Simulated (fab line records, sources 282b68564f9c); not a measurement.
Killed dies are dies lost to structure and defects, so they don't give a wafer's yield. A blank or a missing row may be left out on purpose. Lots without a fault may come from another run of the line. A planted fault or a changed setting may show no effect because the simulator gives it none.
Problem report in the 8D (eight disciplines) form, filled by code | flow rit_cmos | the parts of the form that need people (team, actions taken, sign-off) are left out

1. THE PROBLEM
PLDD_TW at RIT_PLDD_TW_MEAS_10 reads a mean of 2715 on 9 wafers of 3 lots; wafers without a fault read 2349 with a standard deviation of 9.6. That is +38 standard deviations from the usual mean.
First seen on wafer L889.1, day 5 03:26, on film_metro-02. The record holds 45 wafers of 15 lots with a number at this step. Rule for "out", or "out of limits": more than 4 standard deviations from the usual mean. The other wafers with a number count as sound.

2. WHAT IT IS AND WHAT IT IS NOT
question                    | is                                          | is not
which readings at this step | PLDD_TW                                     | -
which lots                  | L889, L890, L892                            | L878, L879, L880, L881, L882, L883, L884, L885, L886, L893, L897, L898
which wafers of those lots  | all that have a number                      | -
read on which gauges        | film_metro-02, film_metro-03, film_metro-04 | -
when                        | from day 5 03:26                            | up to then (27 sound wafers); but 9 sound wafers of L893, L897, L898 came after

3. SUSPECTS, AND WHAT RULES EACH OUT
Counting: a tool at a process step up to the reading stays a suspect if it ran every lot that is out and no sound lot after the first of them.
- the gauge at RIT_PLDD_TW_MEAS_10: ruled out. The wafers that are out were read on 3 gauges (film_metro-02, film_metro-03, film_metro-04).
- implanter-04 at RIT_PLDD_IMPLANT_08: kept. It ran every lot that is out, first L889 (day 5 03:07), and no sound lot after that; its last sound lot up to then is L886 (day 4 11:53). Its own readings are out on those wafers: dose_ions_cm2, faraday_current_uA.
Left after counting: implanter-04 at RIT_PLDD_IMPLANT_08.

4. THE CAUSE (what the simulator had put in)
Process parameter drift: implanter-04, from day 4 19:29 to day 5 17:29, at RIT_PLDD_IMPLANT_08. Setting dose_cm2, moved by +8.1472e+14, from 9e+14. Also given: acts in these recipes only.
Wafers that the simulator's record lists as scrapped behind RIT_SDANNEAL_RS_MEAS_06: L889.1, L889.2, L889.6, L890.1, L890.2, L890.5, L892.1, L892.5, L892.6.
Counting left only this tool.

5. THE CHAIN OF EFFECTS, in route order
Each row: a reading whose mean over the struck wafers that have a number lies more than 3 standard deviations from the usual. Only readings for which the record gives a usual standard deviation are gone through. hours: the time from each lot's start at the first step in this table that gives one to its start at this step, as a median over the lots. sigmas: the change in usual standard deviations.
hours | step                    | reading                   | usual        | on struck wafers | change     | sigmas
0     | RIT_PLDD_IMPLANT_08     | dose_ions_cm2             | 8.998e+14    | 1.714e+15        | +8.142e+14 | +99 or more
0     | RIT_PLDD_IMPLANT_08     | end_station_pressure_torr | 7.3e-06 Torr | 9.5e-06          | +2.2e-06   | +5.2
0     | RIT_PLDD_IMPLANT_08     | faraday_current_uA        | 2821         | 5393             | +2572      | +49
0     | RIT_PLDD_TW_MEAS_10     | PLDD_TW                   | 2349         | 2715             | +366       | +38
14    | RIT_SDANNEAL_RS_MEAS_06 | PLDD_RS                   | 178.9 ohm/sq | 153.3            | -25.6      | -54
The process steps in it:
- RIT_PLDD_IMPLANT_08

6. WHAT WOULD HAVE CAUGHT IT SOONER
In this record the first reading out of limits at a measuring or inspecting step was taken at day 5 03:26, 8 hours after the fault began at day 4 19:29.
The tool's own readings at RIT_PLDD_IMPLANT_08 were out on every struck wafer that the step has a row for (dose_ions_cm2, faraday_current_uA): an alarm limit on them would have fired on the first of those.
Of the lots that are out (3), L890, L892 began RIT_PLDD_IMPLANT_08 on implanter-04 after day 5 03:26. A hold on the tool at that time would have spared those 2.
